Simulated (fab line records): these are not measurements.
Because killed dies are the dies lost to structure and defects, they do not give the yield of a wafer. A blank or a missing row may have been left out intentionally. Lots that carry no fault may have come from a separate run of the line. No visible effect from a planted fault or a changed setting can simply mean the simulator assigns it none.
Which tool is to blame? :: flow rit-cmos :: 13 lots with 39 wafers sampled at 2 steps, on a route of 202 steps

WHAT THE GAUGES READ, wafer by wafer
RIT_ACTIVE_CD_MEAS_11 targets a cd of 1400 nm. Usual: cd-nm 1400.3 nm, standard deviation 2.2.
lot: L251
measured: day 1 14:45
on: cd-sem-02
cd-nm (nm): 1399.5 1399.5 1401.5
flag: 

lot: L253
measured: day 2 01:41
on: cd-sem-01
cd-nm (nm): 1402.9 1402.8 1403.0
flag: 

lot: L255
measured: day 2 10:29
on: cd-sem-02
cd-nm (nm): 1546.4 1548.9 1547.0
flag: OFF

lot: L256
measured: day 2 17:10
on: cd-sem-01
cd-nm (nm): 1397.9 1397.1 1400.4
flag: 

lot: L257
measured: day 2 21:55
on: cd-sem-02
cd-nm (nm): 1398.0 1400.2 1400.3
flag: 

lot: L261
measured: day 3 17:08
on: cd-sem-01
cd-nm (nm): 1399.0 1399.6 1400.2
flag: 

lot: L265
measured: day 4 15:49
on: cd-sem-01
cd-nm (nm): 1402.2 1402.6 1404.8
flag: 

lot: L266
measured: day 4 18:17
on: cd-sem-01
cd-nm (nm): 1402.0 1402.1 1403.0
flag: 

lot: L268
measured: day 5 05:13
on: cd-sem-01
cd-nm (nm): 1401.2 1399.4 1400.2
flag: 

lot: L269
measured: day 5 08:35
on: cd-sem-01
cd-nm (nm): 1401.2 1398.8 1401.9
flag: 

lot: L270
measured: day 5 16:19
on: cd-sem-01
cd-nm (nm): 1395.3 1399.1 1397.6
flag: 

lot: L272
measured: day 6 01:58
on: cd-sem-01
cd-nm (nm): 1397.4 1397.8 1396.2
flag: 

lot: L273
measured: day 6 08:17
on: cd-sem-01
cd-nm (nm): 1397.2 1398.3 1397.7
flag: 

TOOL THAT RAN EACH LOT (tool first, then ch and the chambers of the sampled wafers, then the start)
lot: L251
RIT_ACTIVE_EXPOSE_08: iline-stepper-01 ch 0, day 1 14:21

lot: L253
RIT_ACTIVE_EXPOSE_08: iline-stepper-01 ch 0, day 2 01:17

lot: L255
RIT_ACTIVE_EXPOSE_08: iline-stepper-02 ch 0, day 2 10:05

lot: L256
RIT_ACTIVE_EXPOSE_08: iline-stepper-01 ch 0, day 2 16:46

lot: L257
RIT_ACTIVE_EXPOSE_08: iline-stepper-02 ch 0, day 2 21:31

lot: L261
RIT_ACTIVE_EXPOSE_08: iline-stepper-02 ch 0, day 3 16:34

lot: L265
RIT_ACTIVE_EXPOSE_08: iline-stepper-02 ch 0, day 4 15:25

lot: L266
RIT_ACTIVE_EXPOSE_08: iline-stepper-02 ch 0, day 4 17:53

lot: L268
RIT_ACTIVE_EXPOSE_08: iline-stepper-02 ch 0, day 5 04:49

lot: L269
RIT_ACTIVE_EXPOSE_08: iline-stepper-01 ch 0, day 5 08:11

lot: L270
RIT_ACTIVE_EXPOSE_08: iline-stepper-02 ch 0, day 5 15:55

lot: L272
RIT_ACTIVE_EXPOSE_08: iline-stepper-01 ch 0, day 6 01:34

lot: L273
RIT_ACTIVE_EXPOSE_08: iline-stepper-01 ch 0, day 6 07:53
- RIT_ACTIVE_EXPOSE_08: exposes mask M1, target cd 1400 nm.

AS READ BY THE TOOLS THEMSELVES (means over the sampled wafers that have a number; for cases with no such wafer, the mark the record gives instead)
The record holds no such reading with a usual standard deviation.

THE ANSWER, worked out from the rows above alone
Rule: a lot counts as off when the mean over its wafers that have a number is more than 3 standard deviations away from the usual mean. Also off: a lot with no number at a reading for which 4 or more lots have one. Any other lot the step has rows for is counted as sound. Order of review: gauges by route order, followed by the tools' own readings, for which a lot's mean as printed above is used. The first step at which some lot is off is used, and at that step the reading that is off furthest; a lot without a number counts as furthest.
Off at RIT_ACTIVE_CD_MEAS_11 (cd-nm): L255.
If a tool, at a process step before that reading, ran all the lots that are off and no sound lot after the first of them, it fits. Gauges at RIT_ACTIVE_CD_MEAS_11: tried the same way as those tools. No candidate that was tried fits.

WHAT THE SIMULATOR PUT IN
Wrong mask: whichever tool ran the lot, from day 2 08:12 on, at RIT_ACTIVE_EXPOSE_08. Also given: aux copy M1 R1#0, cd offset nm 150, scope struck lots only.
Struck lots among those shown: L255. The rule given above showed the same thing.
